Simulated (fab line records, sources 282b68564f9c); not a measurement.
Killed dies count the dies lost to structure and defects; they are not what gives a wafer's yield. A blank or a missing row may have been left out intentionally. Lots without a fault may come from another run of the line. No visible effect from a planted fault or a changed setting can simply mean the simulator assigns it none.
fab line records | flow rit-cmos
record: lots: 5 | wafers: 15 | last-day: 7
route steps=202 shown SILICIDE@167 CONTACT@168 M1@202
lots that met no fault: from a run of the same line without faults
start-h: the number of hours between the record's first day and the start of the first shown wafer of the lot | wait-h: hours elapsed since this lot's preceding step | " identical to the entry in the row above | L1.1+2: one row covering several wafers at once | - no value, or no start given | * or withheld: withheld | < > ~ a bound
route shown NAME@n: NAME is a module with steps in the file, n the number in the route of the first one | usual: the fault-free wafers' mean and standard deviation | same: alike in all rows | chamber/n: place in a boat | sites: the reading at each site | _std_site: the standard deviation of these | _edge_site: mean of outer sites minus mean of inner sites | radius-mm: for every site, how far away it sits from the centre of the wafer | mask NAME#n: copy n | behind: the tool/chamber that last shaped the wafer | hold: cause of the lot's hold/its duration in hours/its outcome | device: the transistor (n, p or np) that didn't switch | end of line: tests of these same wafers at the route's end | a step given without rows: its recipe and nothing more | killed: at the first sort, the dies lost to defects and structure; wafer yield is something else | map: shows each die of a wafer: x if killed, . if not, _ if none is there
set.NAME: the run value of the setting; set.NAME@STEP: its run value at that earlier step | model.NAME: the simulator's own value behind a step, which no gauge read
certain route steps with their lots: each step a table, each wafer a row
services: the hour from which a tool's chamber was out of use, counted from the record's first day as start-h (under 0 if before that day), plus the number of hours and why
== steps ==
step: RIT_SILICIDE_RTA_06
recipe: temp-c: 750 | time-s: 10 | idle-temp-c: 25 | ramp-up-s: 5 | ramp-down-s: 10 | cool-to-c: 25 | ambient: N2
usual: wafer_temp_C_max: 753.5/1.3
lot.wafer | tool          | chamber | start-h | wait-h | wafer_temp_C_max
L317.2    | rtp-anneal-02 | 0       | 68.99   | 0.0    | 752.9
L317.3    | "             | 0       | "       | "      | 752.4
L317.6    | "             | 0       | "       | "      | 752.9
L320.1    | rtp-anneal-01 | 0       | 82.65   | 0.0    | 755.2
L320.2    | "             | 0       | "       | "      | 754.0
L320.4    | "             | 0       | "       | "      | 753.0
L327.1    | rtp-anneal-02 | 0       | 118.34  | 0.0    | 752.7
L327.5    | "             | 0       | "       | "      | 751.8
L327.6    | "             | 0       | "       | "      | 751.5
L332.2    | rtp-anneal-01 | 0       | 140.69  | 0.0    | 753.6
L332.3    | "             | 0       | "       | "      | 755.0
L332.4    | "             | 0       | "       | "      | 753.6
L336.2    | rtp-anneal-01 | 0       | 165.64  | 0.0    | 753.9
L336.3    | "             | 0       | "       | "      | 756.5
L336.6    | "             | 0       | "       | "      | 755.4
step: RIT_CONTACT_CVD_00
recipe: material: SiO2 | target-thk-nm: 400 | precursor: TEOS | temp-c: 390 | time-s: 61 | rf-w: 400
usual: heater-power-w: 372/70
lot.wafer | tool     | chamber | start-h | wait-h | heater-power-w | since-wet-clean-h
L317.2    | pecvd-01 | 1       | 69.04   | 0.0    | 318            | 1405
L317.3    | "        | 2       | "       | "      | 394            | 1405
L317.6    | "        | 2       | "       | "      | 417            | -
L320.1    | pecvd-01 | 2       | 82.71   | 0.1    | 421            | 1419
L320.2    | "        | 0       | "       | "      | 471            | 1419
L320.4    | "        | 0       | "       | "      | 489            | -
L327.1    | pecvd-03 | 1       | 118.41  | 0.1    | 466            | 674
L327.5    | "        | 2       | "       | "      | 256            | -
L327.6    | "        | 0       | "       | "      | 364            | -
L332.2    | pecvd-01 | 0       | 140.75  | 0.0    | 390            | 1477
L332.3    | "        | 1       | "       | "      | 331            | 1477
L332.4    | "        | 2       | "       | "      | 428            | -
L336.2    | pecvd-02 | 0       | 165.70  | 0.0    | 259            | 316
L336.3    | "        | 1       | "       | "      | 447            | 316
L336.6    | "        | 2       | "       | "      | 416            | -
step: RIT_CONTACT_THK_MEAS_01
recipe: reads: SiO2_of_CONTACT_CVD_00
usual: CONTACT_TEOS_THK: 401/5.2
lot.wafer | tool          | chamber | start-h | wait-h | CONTACT_TEOS_THK[nm]
L317.2    | film-metro-03 | -       | 69.10   | 0.0    | 397
L317.3    | "             | -       | "       | "      | 401
L317.6    | "             | -       | "       | "      | 408
L320.1    | film-metro-04 | -       | 82.76   | 0.0    | 405
L320.2    | "             | -       | "       | "      | 411
L320.4    | "             | -       | "       | "      | 409
L327.1    | film-metro-04 | -       | 118.46  | 0.0    | 394
L327.5    | "             | -       | "       | "      | 395
L327.6    | "             | -       | "       | "      | 398
L332.2    | film-metro-03 | -       | 140.81  | 0.0    | 398
L332.3    | "             | -       | "       | "      | 396
L332.4    | "             | -       | "       | "      | 411
L336.2    | film-metro-03 | -       | 165.76  | 0.0    | 397
L336.3    | "             | -       | "       | "      | 399
L336.6    | "             | -       | "       | "      | 400
step: RIT_CONTACT_HMDS_02
recipe: prime-time-s: 60 | prime-temp-c: 140
step: RIT_CONTACT_COAT_03
recipe: resist: NOVOLAK | spin-rpm: 3250 | resist-thk-nm: 1000
step: RIT_CONTACT_SOFTBAKE_04
recipe: resist: NOVOLAK | temp-c: 90 | time-s: 60
step: RIT_CONTACT_EXPOSE_05
recipe: mask-id: M11 | na: 0.6 | source-shape: conventional | sigma-outer: 0.5 | target-cd-nm: 1000 | dose-mj: 250
step: RIT_CONTACT_PEB_06
recipe: resist: NOVOLAK | temp-c: withheld | time-s: withheld
step: RIT_CONTACT_DEVELOP_07
recipe: resist: NOVOLAK | develop-time-s: 120 | dev-temp-c: 23.39
step: RIT_CONTACT_CD_MEAS_08
recipe: target-cd-nm: 1000
usual: cd-nm: 999.7/1.7
lot.wafer | tool      | chamber | start-h | wait-h | cd-nm
L317.2    | cd-sem-02 | -       | 70.14   | -      | 1003.7
L317.3    | "         | -       | "       | "      | 1000.4
L317.6    | "         | -       | "       | "      | 999.9
L320.1    | cd-sem-01 | -       | 83.79   | -      | 997.4
L320.2    | "         | -       | "       | "      | 995.5
L320.4    | "         | -       | "       | "      | 998.6
L327.1    | cd-sem-01 | -       | 119.61  | -      | 998.1
L327.5    | "         | -       | "       | "      | 996.6
L327.6    | "         | -       | "       | "      | 996.7
L332.2    | cd-sem-02 | -       | 141.97  | -      | 997.3
L332.3    | "         | -       | "       | "      | 1000.7
L332.4    | "         | -       | "       | "      | 1001.4
L336.2    | cd-sem-02 | -       | 167.13  | -      | 999.7
L336.3    | "         | -       | "       | "      | 1000.0
L336.6    | "         | -       | "       | "      | 997.2
step: RIT_CONTACT_OVL_MEAS_09
usual: CONTACT_OVL: 0.1/1.4
lot.wafer | tool       | chamber | start-h | wait-h | CONTACT_OVL[nm]
L317.2    | overlay-01 | -       | 70.25   | 0.1    | -0.3
L317.3    | "          | -       | "       | "      | 0.2
L317.6    | "          | -       | "       | "      | -1.0
L320.1    | overlay-02 | -       | 83.91   | 0.1    | 1.8
L320.2    | "          | -       | "       | "      | 0.0
L320.4    | "          | -       | "       | "      | 0.7
L327.1    | overlay-01 | -       | 119.73  | 0.1    | -2.1
L327.5    | "          | -       | "       | "      | -0.6
L327.6    | "          | -       | "       | "      | -2.4
L332.2    | overlay-01 | -       | 142.08  | 0.1    | 0.8
L332.3    | "          | -       | "       | "      | -0.1
L332.4    | "          | -       | "       | "      | 1.9
L336.2    | overlay-01 | -       | 167.24  | 0.1    | -1.9
L336.3    | "          | -       | "       | "      | -1.9
L336.6    | "          | -       | "       | "      | -2.5
step: RIT_CONTACT_HARDBAKE_10
recipe: resist: NOVOLAK | temp-c: 140 | time-s: 60
step: RIT_CONTACT_ETCH_11
recipe: target-depth-a: 4800 | over-etch-frac: 0.2 | stop-on: TiSi2 | chemistry: CHF3/CF4/Ar | target: SiO2 | CHF3_flow_sccm: 50 | cf4-flow-sccm: 10 | Ar_flow_sccm: 100 | O2_flow_sccm: 5 | pressure-mtorr: 100 | rf-w: 200 | time-s: 320
usual: CHF3_flow_sccm: 50.00/0.15 | drypump-motor-current-A: 5.7/0.33 | oes-product-au: 0.991/0.015 | run-length-s: 348.4/0.34 | throttle-valve-pct: 8.96/0.14
lot.wafer | tool        | chamber | start-h | wait-h | CHF3_flow_sccm | drypump-motor-current-A | oes-product-au | rf-hours-counter-h | run-length-s | throttle-valve-pct | model.NOVOLAK_of_CONTACT_COAT_03.thk-nm
L317.2    | rie-diel-04 | 0       | 70.43   | 0.1    | 49.99          | 5.7                     | 0.974          | 121                | 348.6        | 9.05               | 770.1
L317.3    | "           | 3       | "       | "      | 50.04          | 4.9                     | 0.980          | 111                | 348.8        | 8.78               | 768.8
L317.6    | "           | 1       | "       | "      | 49.86          | 5.9                     | 0.997          | -                  | 348.5        | 8.66               | 771.6
L320.1    | rie-diel-01 | 2       | 84.10   | 0.1    | 50.18          | 5.6                     | 1.006          | 7                  | 348.9        | 8.88               | 760.7
L320.2    | "           | 1       | "       | "      | 50.04          | 5.3                     | 0.996          | 101                | 348.4        | 8.76               | 761.3
L320.4    | "           | 3       | "       | "      | 50.03          | 5.6                     | 0.987          | 2                  | 347.8        | 9.16               | 764.8
L327.1    | rie-diel-01 | 3       | 119.92  | 0.1    | 49.82          | 5.7                     | 0.977          | 2                  | 476.2        | 9.18               | 723.3
L327.5    | "           | 3       | "       | "      | 49.75          | 5.7                     | 0.969          | -                  | 475.9        | 9.15               | 724.7
L327.6    | "           | 2       | "       | "      | 50.28          | 5.6                     | 0.992          | -                  | 476.8        | 8.90               | 722
L332.2    | rie-diel-04 | 3       | 142.26  | 0.1    | 50.16          | 4.9                     | 0.982          | 112                | 348.4        | 8.78               | 769.9
L332.3    | "           | 0       | "       | "      | 49.97          | 5.7                     | 0.972          | 122                | 348.3        | 9.05               | 767.9
L332.4    | "           | 3       | "       | "      | 50.08          | 4.9                     | 0.985          | -                  | 348.9        | 8.77               | 764.5
L336.2    | rie-diel-03 | 2       | 167.42  | 0.1    | 50.40          | 5.5                     | 0.995          | 8                  | 348.5        | 9.15               | 762.1
L336.3    | "           | 1       | "       | "      | 50.04          | 5.8                     | 0.979          | 128                | 348.1        | 9.03               | 760.3
L336.6    | "           | 1       | "       | "      | 49.89          | 5.9                     | 0.978          | -                  | 348.8        | 9.03               | 759.9
step: RIT_CONTACT_STRIP_12
recipe: chemistry: O2 | time-s: 180 | resist: NOVOLAK | platen-temp-c: withheld | power-w: 500 | pressure-mtorr: 4000 | o2-flow-sccm: 4000
usual: drypump-motor-current-A: 5.57/0.29 | o2-flow-sccm: 3999/12
lot.wafer | tool            | chamber | start-h | wait-h | drypump-motor-current-A | o2-flow-sccm | rf-hours-counter-h
L317.2    | plasma-asher-01 | 1       | 70.62   | 0.1    | 5.71                    | 4015         | 28
L317.3    | "               | 1       | "       | "      | 5.72                    | 3998         | -
L317.6    | "               | 1       | "       | "      | 5.71                    | 4014         | -
L320.1    | plasma-asher-01 | 0       | 84.29   | 0.1    | 5.17                    | 4008         | 29
L320.2    | "               | 1       | "       | "      | 5.71                    | 4010         | 29
L320.4    | "               | 0       | "       | "      | 5.20                    | 4005         | -
L327.1    | plasma-asher-02 | 1       | 120.11  | 0.1    | 5.70                    | 4011         | 0
L327.5    | "               | 0       | "       | "      | 5.76                    | 3979         | -
L327.6    | "               | 1       | "       | "      | 5.71                    | 4004         | -
L332.2    | plasma-asher-02 | 1       | 142.45  | 0.1    | 5.72                    | 3986         | 3
L332.3    | "               | 0       | "       | "      | 5.81                    | 4014         | -
L332.4    | "               | 1       | "       | "      | 5.70                    | 4003         | -
L336.2    | plasma-asher-01 | 0       | 167.61  | 0.1    | 5.20                    | 3995         | 39
L336.3    | "               | 0       | "       | "      | 5.18                    | 3983         | -
L336.6    | "               | 1       | "       | "      | 5.71                    | 3998         | -
step: RIT_M1_PROBE_99
usual: killed_at_M0_to_M3: 0.0/0.16 | killed-at-front-end: 7/3.1 | killed-dies: 7/3.1 | killed-open: 3.5/2.1 | killed-short: 3.5/2
same: gross-dies: 264 | killed_at_M4_up: 0 | killed-at-back-side: 0 | killed-at-contacts: 0 | killed-at-other: 0
lot.wafer | tool      | chamber | start-h | wait-h | killed_at_M0_to_M3 | killed-at-front-end | killed-dies | killed-open | killed-short | model.etest.nldd.width-nm | model.etest.pldd.width-nm | model.etest.nplus-sal.width-nm | model.etest.pplus-sal.width-nm | model.etest.nmos-narrow.drive-ua-um | model.etest.pmos-narrow.drive-ua-um | model.etest.nmos_0p15.junction-log10-a-um | model.etest.nmos-narrow.off-log10-a-um
L317.2    | prober-02 | -       | 75.36   | 0.1    | 0                  | 9                   | 9           | 6           | 3            | 3181                      | 3178                      | 3471                           | 3457                           | 207.2                               | 93.71                               | -13.54                                    | -13.39
L317.3    | prober-02 | -       | 75.41   | 0.2    | 0                  | 12                  | 12          | 4           | 8            | 3172                      | 3161                      | 3423                           | 3463                           | 201.3                               | 89.86                               | -13.65                                    | -13.43
L317.6    | prober-02 | -       | 75.56   | 0.2    | 0                  | 6                   | 6           | 2           | 4            | 3173                      | 3170                      | 3439                           | 3437                           | 205.4                               | 93.04                               | -13.69                                    | -13.52
L320.1    | prober-01 | -       | 89.05   | 0.1    | 0                  | 10                  | 10          | 3           | 7            | 3164                      | 3172                      | 3437                           | 3432                           | 202.2                               | 91.44                               | -13.62                                    | -13.52
L320.2    | prober-01 | -       | 89.10   | 0.1    | 1                  | 7                   | 8           | 1           | 6            | 3159                      | 3169                      | 3426                           | 3432                           | 199.2                               | 88.74                               | -13.68                                    | -13.42
L320.4    | prober-01 | -       | 89.20   | 0.2    | 0                  | 13                  | 13          | 9           | 4            | 3138                      | 3132                      | 3404                           | 3415                           | 195.6                               | 88.69                               | -13.61                                    | -13.53
L327.1    | prober-02 | -       | 124.77  | 0.1    | 0                  | 8                   | 8           | 6           | 2            | 3099                      | 3109                      | 3370                           | 3375                           | 201.1                               | 88.93                               | -11.28                                    | -11.28
L327.5    | prober-02 | -       | 124.97  | 0.2    | 0                  | 7                   | 7           | 2           | 5            | 3112                      | 3099                      | 3374                           | 3360                           | 198.8                               | 89.68                               | -11.22                                    | -11.22
L327.6    | prober-02 | -       | 125.02  | 0.2    | 0                  | 3                   | 3           | 2           | 1            | 3116                      | 3111                      | 3392                           | 3376                           | 198.5                               | 88.97                               | -11.32                                    | -11.32
L332.2    | prober-01 | -       | 147.26  | 0.1    | 0                  | 14                  | 14          | 9           | 5            | 3195                      | 3208                      | 3484                           | 3447                           | 209.8                               | 96.46                               | -13.65                                    | -13.39
L332.3    | prober-01 | -       | 147.31  | 0.2    | 0                  | 8                   | 8           | 6           | 2            | 3219                      | 3207                      | 3463                           | 3457                           | 209.5                               | 97.06                               | -13.55                                    | -13.38
L332.4    | prober-01 | -       | 147.36  | 0.2    | 0                  | 9                   | 9           | 4           | 5            | 3194                      | 3203                      | 3441                           | 3457                           | 206.6                               | 94.41                               | -13.7                                     | -13.42
L336.2    | prober-02 | -       | 172.65  | 0.1    | 0                  | 6                   | 6           | 4           | 2            | 3187                      | 3183                      | 3438                           | 3436                           | 217.4                               | 96.39                               | -13.62                                    | -13.34
L336.3    | prober-02 | -       | 172.70  | 0.2    | 0                  | 10                  | 10          | 6           | 4            | 3179                      | 3189                      | 3446                           | 3457                           | 218.2                               | 96.97                               | -13.71                                    | -13.45
L336.6    | prober-02 | -       | 172.85  | 0.2    | 0                  | 3                   | 3           | 3           | 0            | 3165                      | 3159                      | 3433                           | 3430                           | 215.7                               | 95.34                               | -13.69                                    | -13.44
killed by level:class
L317.2 GATE:geometric-particle:short=2 REOX:geometric-particle:open=2 FOX1:geometric-particle:open=1 GATE:geometric-particle:open=1 REOX:geometric-particle:short=1 SPACER:geometric-particle:open=1 SILICIDE:geometric-particle:open=1
L317.3 GATE:geometric-particle:short=5 GATE:geometric-particle:open=3 FOX2:geometric-particle:short=1 REOX:geometric-particle:open=1 SPACER:geometric-particle:short=1 SILICIDE:geometric-particle:short=1
L317.6 FOX2:geometric-particle:open=2 SPACER:geometric-particle:short=2 FOX1:geometric-particle:short=1 GATE:geometric-particle:short=1
L320.1 SILICIDE:geometric-particle:short=3 FOX1:geometric-particle:open=2 GATE:geometric-particle:short=2 REOX:geometric-particle:short=2 REOX:geometric-particle:open=1
L320.2 REOX:geometric-particle:short=4 FOX2:geometric-particle:short=1 SPACER:geometric-particle:open=1 SILICIDE:geometric-particle:short=1 M1:coat-microbubble-printed=1
L320.4 GATE:geometric-particle:open=4 REOX:geometric-particle:open=4 GATE:geometric-particle:short=3 REOX:geometric-particle:short=1 SILICIDE:geometric-particle:open=1
L327.1 REOX:geometric-particle:open=2 FOX1:geometric-particle:open=1 FOX2:geometric-particle:open=1 FOX2:geometric-particle:short=1 GATE:geometric-particle:open=1 SPACER:geometric-particle:short=1 SILICIDE:geometric-particle:open=1
L327.5 GATE:geometric-particle:short=3 GATE:geometric-particle:open=1 SPACER:geometric-particle:short=1 SILICIDE:geometric-particle:open=1 SILICIDE:geometric-particle:short=1
L327.6 GATE:geometric-particle:open=1 SPACER:geometric-particle:open=1 SPACER:geometric-particle:short=1
L332.2 SPACER:geometric-particle:open=4 GATE:geometric-particle:open=2 SILICIDE:geometric-particle:open=2 FOX1:geometric-particle:short=1 FOX2:geometric-particle:short=1 FOX2:geometric-particle:open=1 GATE:geometric-particle:short=1 SPACER:geometric-particle:short=1
L332.3 SILICIDE:geometric-particle:open=4 SPACER:geometric-particle:open=2 FOX2:geometric-particle:short=1 SPACER:geometric-particle:short=1
L332.4 FOX2:geometric-particle:open=2 GATE:geometric-particle:short=2 SILICIDE:geometric-particle:short=2 GATE:geometric-particle:open=1 REOX:geometric-particle:short=1 SILICIDE:geometric-particle:open=1
L336.2 GATE:geometric-particle:open=2 FOX1:geometric-particle:open=1 GATE:geometric-particle:short=1 REOX:geometric-particle:open=1 SPACER:geometric-particle:short=1
L336.3 GATE:geometric-particle:open=6 GATE:geometric-particle:short=3 SILICIDE:geometric-particle:short=1
L336.6 GATE:geometric-particle:open=2 SILICIDE:geometric-particle:open=1
== services ==
tool            | chamber | start-h | hours | kind
rie-diel-01     | 0       | 55.11   | 2.8   | repair
rie-diel-01     | 0       | 57.90   | -     | clean
rie-diel-01     | 0       | 57.90   | 17.9  | scheduled-down
rie-diel-01     | 0       | 57.90   | 17.9  | vent-cycle
plasma-asher-02 | -       | 91.14   | 0.5   | repair
pecvd-02        | 2       | 92.21   | 18.7  | repair
plasma-asher-02 | -       | 104.86  | 3.3   | repair
plasma-asher-02 | -       | 105.39  | 0.4   | repair
plasma-asher-02 | -       | 108.81  | 9.0   | pm
plasma-asher-02 | 0       | 108.81  | 9.0   | vent-cycle
plasma-asher-02 | 1       | 108.81  | 9.0   | vent-cycle
rie-diel-03     | 0       | 111.88  | 6.7   | repair
pecvd-02        | -       | 111.98  | 1.6   | repair
plasma-asher-02 | 0       | 117.81  | -     | clean
plasma-asher-02 | 1       | 117.81  | -     | clean
rie-diel-04     | 1       | 117.84  | 48.6  | repair
rie-diel-04     | 2       | 117.98  | 7.4   | repair
rie-diel-04     | 2       | 125.64  | 3.9   | repair
pecvd-03        | -       | 126.90  | 6.0   | pm
rie-diel-03     | 0       | 128.77  | 15.3  | repair
rie-diel-04     | 0       | 146.58  | 7.0   | repair
pecvd-01        | -       | 147.99  | 0.8   | repair
== key ==
first-sign: step: RIT_CONTACT_ETCH_11 | reading: run-length-s | direction: up | sigmas: 99+ | usual: * | struck: *
effect none on later readings
model-effect: step: RIT_CONTACT_ETCH_11 | value: NOVOLAK_of_CONTACT_COAT_03.thk-nm | without: 770 | struck: 723.3
model-effect: step: RIT_M1_PROBE_99 | value: etest.nldd.width-nm | without: 3173 | struck: 3109
met-at RIT_CONTACT_ETCH_11
struck-wafers L327.1,L327.5,L327.6
tester-left-out L327
onset-between 84.10 119.92
earlier-fault: kind: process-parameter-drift | tool: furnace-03 | chamber: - | onset-h: 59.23 | steps: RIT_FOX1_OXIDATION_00 | channel: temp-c | offset: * | shape: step | end-h: 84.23 | acts-in: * | stated: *
fault: kind: process-parameter-drift | tool: rie-diel-01 | chamber: - | onset-h: 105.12 | steps: RIT_CONTACT_ETCH_11 | channel: time-s | offset: * | shape: step | acts-in: * | stated: *
tester-left-out: of these lots the tester's yield and bins aren't shown, on N5 and GAA mostly nor the transistor test; their killed dies are dies lost to structure and defects alone, not to doping, threshold or leakage, so they don't give the yield
